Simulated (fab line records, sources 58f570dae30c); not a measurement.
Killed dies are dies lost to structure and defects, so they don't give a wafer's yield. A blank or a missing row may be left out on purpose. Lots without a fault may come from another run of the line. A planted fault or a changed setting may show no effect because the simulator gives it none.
Which tool did it? | flow berkeley_cmos170 | 15 lots, 45 wafers sampled, at 1 step of a route of 331

WHAT THE GAUGES READ, wafer by wafer
The record holds no reading of a measuring or inspecting step that can be judged against a usual standard deviation.

WHICH TOOL RAN EACH LOT (tool, then ch and the chambers of the sampled wafers, then the start)
lot  | UCB170_PFIELD_DEVELOP_05
L158 | litho_track-03 ch 0, day 5 00:00
L159 | litho_track-03 ch 0, day 5 13:00
L160 | litho_track-03 ch 0, day 5 13:00
L162 | litho_track-03, day 5 21:00
L164 | litho_track-04, day 6 06:00
L163 | litho_track-01, day 6 07:00
L166 | litho_track-01 ch 0, day 7 04:00
L173 | litho_track-03 ch 0, day 8 16:00
L172 | litho_track-01 ch 0, day 8 16:00
L176 | litho_track-03 ch 0, day 9 20:00
L175 | litho_track-04 ch 0, day 9 20:00
L177 | litho_track-03 ch 0, day 10 10:00
L178 | litho_track-04 ch 0, day 10 10:00
L180 | litho_track-04 ch 0, day 11 02:00
L179 | litho_track-04 ch 0, day 11 02:00
- UCB170_PFIELD_DEVELOP_05: develop time 45 s.

WHAT THE TOOLS THEMSELVES READ (means of the sampled wafers that have a number; where no wafer has one, the mark that the record gives instead)
UCB170_PFIELD_DEVELOP_05. Usual: chill_plate_temp_C 23.00 C, standard deviation 0.099.
lot  | tool           | chill_plate_temp_C (C) | flag
L158 | litho_track-03 | 22.97                  |
L159 | litho_track-03 | 23.01                  |
L160 | litho_track-03 | 22.98                  |
L162 | litho_track-03 | -                      | OFF
L164 | litho_track-04 | -                      | OFF
L163 | litho_track-01 | -                      | OFF
L166 | litho_track-01 | 23.01                  |
L173 | litho_track-03 | 23.01                  |
L172 | litho_track-01 | 22.94                  |
L176 | litho_track-03 | 22.90                  |
L175 | litho_track-04 | 23.08                  |
L177 | litho_track-03 | 22.94                  |
L178 | litho_track-04 | 23.16                  |
L180 | litho_track-04 | 22.92                  |
L179 | litho_track-04 | 22.95                  |

THE ANSWER, worked out from the rows above alone
Rule: a lot is off if the mean of its wafers that have a number lies more than 3 standard deviations from the usual mean. A lot without any number at a reading at which 4 lots or more have one is off too. The other lots that the step has rows for count as sound. The gauges are gone through in route order, then the tools' own readings, and for those a lot's mean is taken as printed above. The first step at which some lot is off is used, and at that step the reading that is off furthest; a lot without a number counts as furthest.
Off: L162, L164, L163, at UCB170_PFIELD_DEVELOP_05 (chill_plate_temp_C). Without a number there: L162, L164, L163.
A tool fits if, at that step or a process step before it, it ran every lot that is off, and no sound lot after the first of them. None of those tried fits.

WHAT THE SIMULATOR HAD PUT IN
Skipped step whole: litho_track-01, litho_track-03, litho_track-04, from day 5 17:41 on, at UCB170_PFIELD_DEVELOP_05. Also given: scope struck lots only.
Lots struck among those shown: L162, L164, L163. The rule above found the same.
